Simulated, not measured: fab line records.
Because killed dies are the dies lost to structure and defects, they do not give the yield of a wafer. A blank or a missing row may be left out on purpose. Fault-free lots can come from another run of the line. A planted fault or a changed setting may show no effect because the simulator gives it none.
Which tool was responsible? | flow berkeley cmos170 | 21 wafers from 7 lots sampled at 3 of the route's 331 steps

## WHAT EACH GAUGE READ, for each wafer
UCB170_ACTIVE_OVL_MEAS_14.
lot  | measured    | on         | ACTIVE_OVL (nm)
L269 | day 6 15:05 | overlay-01 | 1 -1 0
L272 | day 7 00:02 | overlay-02 | 0 0 -9
L274 | day 8 08:46 | overlay-02 | 4 7 -3
L276 | day 8 08:08 | overlay-01 | 3 0 3
L279 | day 8 12:24 | overlay-01 | 3 4 5
L281 | day 9 06:17 | overlay-01 | 5 9 3

## EACH LOT AND THE TOOL THAT RAN IT (in order: tool; ch and the chambers of the sampled wafers; start)
lot  | UCB170_NWELL_ETCH_13              | UCB170_NWELL_STRIP_15
L266 | rie diel-04 ch 2,3, day 4 00:49   | plasma asher-02 ch 0,1, day 4 01:04
L269 | rie diel-01 ch 0,1,2, day 4 14:23 | plasma asher-04 ch 0,1, day 4 14:38
L272 | rie diel-04 ch 0,3, day 4 22:31   | plasma asher-02 ch 0,1, day 4 22:46
L274 | rie diel-04 ch 2,3, day 5 22:44   | plasma asher-04 ch 0,1, day 5 22:59
L276 | rie diel-01 ch 0,2, day 6 04:39   | plasma asher-02 ch 0,1, day 6 04:55
L279 | rie diel-04 ch 0,2,3, day 6 12:10 | plasma asher-03 ch 0,1, day 6 12:26
L281 | rie diel-02 ch 0,1,3, day 7 00:51 | plasma asher-02 ch 0,1, day 7 01:08
- UCB170_NWELL_ETCH_13: etches Si3N4 in CH3F/Ar/O2, stops on SiO2, target depth 246.4 nm, time 154 s.
- UCB170_NWELL_STRIP_15: strips in O2.

## THE ANSWER, worked out from the rows above alone
Rule: usual is defined by the lots themselves. Put in order of their means at a reading, lots are off if they are a third of the lots or fewer, leave a main group of 4 or more, and stand apart from it by a gap of 3 or more times the standard deviation of the main group's means; of several such gaps the widest counts. If all means in a main group match to the digits the tables above print for the reading, that group is not used. Also off: a lot with no number at a reading for which 4 or more lots have one. Where the step has rows for the other lots, those lots are counted as sound.
No lot is off on any of the readings shown, so nothing can be concluded from this.

## WHAT WAS PUT IN BY THE SIMULATOR
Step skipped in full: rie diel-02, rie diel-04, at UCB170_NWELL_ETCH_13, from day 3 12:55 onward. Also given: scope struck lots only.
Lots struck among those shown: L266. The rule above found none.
